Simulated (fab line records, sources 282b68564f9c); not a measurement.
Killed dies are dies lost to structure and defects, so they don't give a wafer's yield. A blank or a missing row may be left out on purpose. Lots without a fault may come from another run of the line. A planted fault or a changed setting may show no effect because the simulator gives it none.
A struck lot beside a sound one | flow rit_cmos | 27 steps out of a route of 202
Sound: wafers L877.2, L877.3, L877.4. Struck: wafer L873.1. (L873.3, L873.4 of the same lot were not struck and are left out.) The cause comes at the end.
At each step with rows: each side's tool, then ch and its chambers, then its first start. Under that, the readings that differ: sound wafers | struck wafers | difference of the means | sigmas: that difference in standard deviations of wafers without a fault.
alike: readings whose means differ by less than 2 such deviations, and words and numbers that are the same on both sides. not compared: withheld readings, readings that some wafer has no value for, bounds like >300 that may hide the same value, and numbers for which the record gives no deviation and whose values overlap.
The two part at a step that has a row with sigmas, a row that says differs or no value, or rows on one side only. Numbers that don't overlap but have no deviation are shown without sigmas and don't part them. A reading that every wafer of one side lacks parts them only if that side has two wafers or more.

first, 4 steps without rows for these wafers: RIT_CONTACT_SOFTBAKE_04 (time 60 s); RIT_CONTACT_EXPOSE_05 (exposes mask M11, target cd 1000 nm); RIT_CONTACT_PEB_06; RIT_CONTACT_DEVELOP_07 (develop time 120 s).
RIT_CONTACT_CD_MEAS_08: target cd 1000 nm.
  sound on cd_sem-02, day 6 09:17; struck on cd_sem-01, day 5 17:10
  alike: cd_nm
RIT_CONTACT_OVL_MEAS_09:
  sound on overlay-02, day 6 09:24; struck on overlay-02, day 5 17:17
  alike: CONTACT_OVL
then, 1 step without rows for these wafers: RIT_CONTACT_HARDBAKE_10 (time 60 s).
RIT_CONTACT_ETCH_11: etches SiO2 in CHF3/CF4/Ar, stops on TiSi2, target depth 480 nm, time 320 s.
  sound on rie_diel-01 ch 1,2,3, day 6 09:35; struck on rie_diel-04 ch 0, day 5 17:28
  reading                | sound    | struck | difference | sigmas
  rf_hours_counter_h (h) | 0 128 57 | 149    | +87        |
  alike: drypump_motor_current_A, mfc_ar_sccm, oes_product_au, throttle_valve_pct
RIT_CONTACT_STRIP_12: strips in O2, time 180 s.
  sound on plasma_asher-01 ch 0,1, day 6 09:46; struck on plasma_asher-04 ch 0, day 5 17:40
  alike: drypump_motor_current_A
  not compared: rf_hours_counter_h
RIT_CONTACT_CD_MEAS_90: target cd 1000 nm.
  sound on cd_sem-01, day 6 09:58; struck on cd_sem-02, day 5 17:50
  alike: cd_nm
then, 2 steps without rows for these wafers: RIT_CONTACT_CLEAN_13 (cleans in SC1, time 600 s); RIT_CONTACT_CLEAN_14 (cleans in SC2, time 600 s).
RIT_M1_SPUTTER_00: material Al, target thk 400 nm, time 500 s.
  sound on pvd_sputter-04, day 6 10:26; struck on pvd_sputter-03, day 5 18:21
  reading                               | sound             | struck | difference | sigmas
  model.Al_of_M1_SPUTTER_00.thk_nm (nm) | 391.2 387.7 385.3 | 417.6  | +29.5      |
  alike: substrate_temp_c, throttle_valve_pct
RIT_M1_RS_MEAS_01: measures by four-point-probe.
  sound on film_metro-02, day 6 10:45; struck on film_metro-04, day 5 18:39
  reading           | sound                | struck | difference | sigmas
  M1_AL_RS (ohm/sq) | 0.0753 0.0757 0.0765 | 0.0701 | -0.0057    | -9
RIT_M1_THK_MEAS_02: measures by xrf.
  sound on film_metro-02, day 6 10:52; struck on film_metro-04, day 5 18:46
  reading        | sound       | struck | difference | sigmas
  M1_AL_THK (nm) | 384 383 380 | 407    | +25        | +5
then, 6 steps without rows for these wafers: RIT_M1_HMDS_03 (prime time 60 s); RIT_M1_COAT_04 (resist thk 1300 nm); RIT_M1_SOFTBAKE_05 (time 60 s); RIT_M1_EXPOSE_06 (exposes mask M12, target cd 2600 nm); RIT_M1_PEB_07; RIT_M1_DEVELOP_08 (develop time 68 s).
RIT_M1_CD_MEAS_09: target cd 2600 nm.
  sound on cd_sem-01, day 6 11:49; struck on cd_sem-02, day 5 19:50
  reading    | sound                | struck | difference | sigmas
  cd_nm (nm) | 2603.8 2602.9 2605.6 | 2598.4 | -5.7       | -2
RIT_M1_OVL_MEAS_10:
  sound on overlay-02, day 6 11:55; struck on overlay-02, day 5 19:57
  alike: M1_OVL
then, 1 step without rows for these wafers: RIT_M1_HARDBAKE_11 (time 120 s).
RIT_M1_METAL_ETCH_12: etches Al in Cl2/BCl3, stops on SiO2, time 165 s, target depth 600 nm.
  sound on rie_metal-04 ch 0,1, day 6 12:12; struck on rie_metal-02 ch 1, day 5 20:14
  reading               | sound             | struck | difference | sigmas
  oes_product_au (a.u.) | 0.758 0.762 0.749 | 0.799  | +0.043     | +5
  alike: drypump_motor_current_A, throttle_valve_pct
  not compared: rf_hours_counter_h
then, 1 step without rows for these wafers: RIT_M1_STRIP_13 (strips in nmp, time 600 s).
RIT_M1_PROBE_99:
  sound on prober-02, day 6 15:31; struck on prober-02, day 5 22:31
  reading                  | sound                   | struck  | difference | sigmas
  model.etest.m1.rs_ohm_sq | 0.07376 0.07497 0.07472 | 0.06958 | -0.00490   |
  alike: defect_limited_yield, killed_at_contacts, killed_at_front_end, killed_dies, killed_open, killed_short, sort_bin_3_pad_short, sort_bin_5_function, sort_bin_6_memory, sort_n_pass, sort_yield_pct

WHERE THEY PART
First at RIT_M1_RS_MEAS_01; last, within this record, at RIT_M1_METAL_ETCH_12. Later steps at which nothing parts them and some readings are alike: RIT_M1_PROBE_99.

WHY: what the simulator had put in
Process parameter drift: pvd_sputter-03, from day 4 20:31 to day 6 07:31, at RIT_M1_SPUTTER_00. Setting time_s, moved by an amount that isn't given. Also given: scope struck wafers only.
